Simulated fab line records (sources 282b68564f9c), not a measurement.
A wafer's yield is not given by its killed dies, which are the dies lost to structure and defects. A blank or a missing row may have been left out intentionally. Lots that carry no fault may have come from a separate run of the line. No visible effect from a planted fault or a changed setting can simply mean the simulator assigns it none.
Comparing a struck lot with a sound one | flow rit cmos | 17 out of 202 route steps
Sound: the wafers L264.3, L264.4, L264.6. Wafers struck: L279.1, L279.2, L279.3. At the end, the cause is stated.
Order at every step that has rows: each side's tool, ch and its chambers, its first start. Under that, the readings that differ: sound wafers | struck wafers | difference of the means | sigmas: that difference in standard deviations of wafers without a fault.
alike: words and numbers the same on both sides, and readings whose means are apart by under 2 such deviations; not compared: readings that were withheld, readings missing a value for some wafer, numbers with overlapping values and no deviation given by the record, and bounds like >300 which may hide the same value.
The two part at a step that has a row with sigmas, a row that says differs or no value, or rows on one side only. Numbers that have no deviation but don't overlap get no sigmas and don't part them. Lack of a reading on every wafer of one side parts them only where that side has two or more wafers.

first, 1 step without rows for these wafers: RIT_PSD_IMPLANT_08.
RIT_PSD_STRIP_09: strips in O2, time 180 s.
  sound on plasma asher-01 ch 0,1, day 4 22:38; struck on plasma asher-01 ch 0,1, day 7 20:06
  alike: drypump motor current A
  not compared: rf hours counter h
RIT_PSD_TW_MEAS_10:
  struck on film metro-02, day 7 20:16; sound on film metro-03, day 4 22:46
  alike: PSD_TW
then, 3 steps without rows for these wafers: RIT_SDANNEAL_CLEAN_00 (cleans in SC1, time 600 s); RIT_SDANNEAL_CLEAN_01 (cleans in dHF, time 30.43 s); RIT_SDANNEAL_CLEAN_02 (cleans in SC2, time 600 s).
RIT_SDANNEAL_RTA_03: time 5 s.
  sound on rtp anneal-02 ch 0, day 4 23:13; struck on rtp anneal-01 ch 0, day 7 20:55
  alike: wafer_temp_C_max
RIT_SDANNEAL_RS_MEAS_04: measures by four-point-probe.
  struck on film metro-03, day 7 20:58; sound on film metro-02, day 4 23:17
  alike: PSD_RS
RIT_SDANNEAL_RS_MEAS_05: measures by four-point-probe.
  struck on film metro-03, day 7 21:05; sound on film metro-02, day 4 23:25
  reading         | sound             | struck            | difference | sigmas
  NSD_RS (ohm/sq) | 84.19 83.99 84.25 | 84.40 84.64 84.81 | +0.47      | +2
RIT_SDANNEAL_RS_MEAS_06: measures by four-point-probe.
  struck on film metro-03, day 7 21:13; sound on film metro-02, day 4 23:32
  alike: PLDD_RS
RIT_SDANNEAL_RS_MEAS_07: measures by four-point-probe.
  struck on film metro-03, day 7 21:20; sound on film metro-02, day 4 23:39
  reading          | sound             | struck            | difference | sigmas
  NLDD_RS (ohm/sq) | 152.1 152.2 152.4 | 150.8 151.4 150.9 | -1.2       | -2
then, 1 step without rows for these wafers: RIT_SILICIDE_WET_ETCH_00 (etches SiO2 in BOE, target depth 14 nm, time 15 s).
RIT_SILICIDE_SPUTTER_01: material Ti, target thk 30 nm, time 240 s.
  struck on pvd sputter-01, day 7 21:47; sound on pvd sputter-01, day 4 23:44
  alike: throttle valve pct
RIT_SILICIDE_RS_MEAS_02: measures by four-point-probe.
  struck on film metro-03, day 7 21:56; sound on film metro-01, day 4 23:56
  reading                 | sound          | struck         | difference | sigmas
  SILICIDE_TI_RS (ohm/sq) | 46.4 45.9 45.9 | 19.4 19.6 19.4 | -26.6      | -37
RIT_SILICIDE_THK_MEAS_03: measures by xrf.
  struck on film metro-03, day 7 22:03; sound on film metro-01, day 5 00:02
  reading              | sound          | struck         | difference | sigmas
  SILICIDE_TI_THK (nm) | 31.2 31.6 31.6 | 63.5 63.1 63.6 | +31.9      | +80
RIT_SILICIDE_RTA_04: time 10 s, ramp up 5 s, ramp down 5 s.
  sound on rtp anneal-01 ch 0, day 5 00:05; struck on rtp anneal-02 ch 0, day 7 22:07
  alike: wafer_temp_C_max
RIT_M1_PROBE_99:
  the record has rows for the struck wafers here (prober-02, day 8 05:46) and none for the sound ones

WHERE THEY PART
Earliest at RIT_SDANNEAL_RS_MEAS_05; latest, in this record, at RIT_M1_PROBE_99.

WHY: what had been put in by the simulator
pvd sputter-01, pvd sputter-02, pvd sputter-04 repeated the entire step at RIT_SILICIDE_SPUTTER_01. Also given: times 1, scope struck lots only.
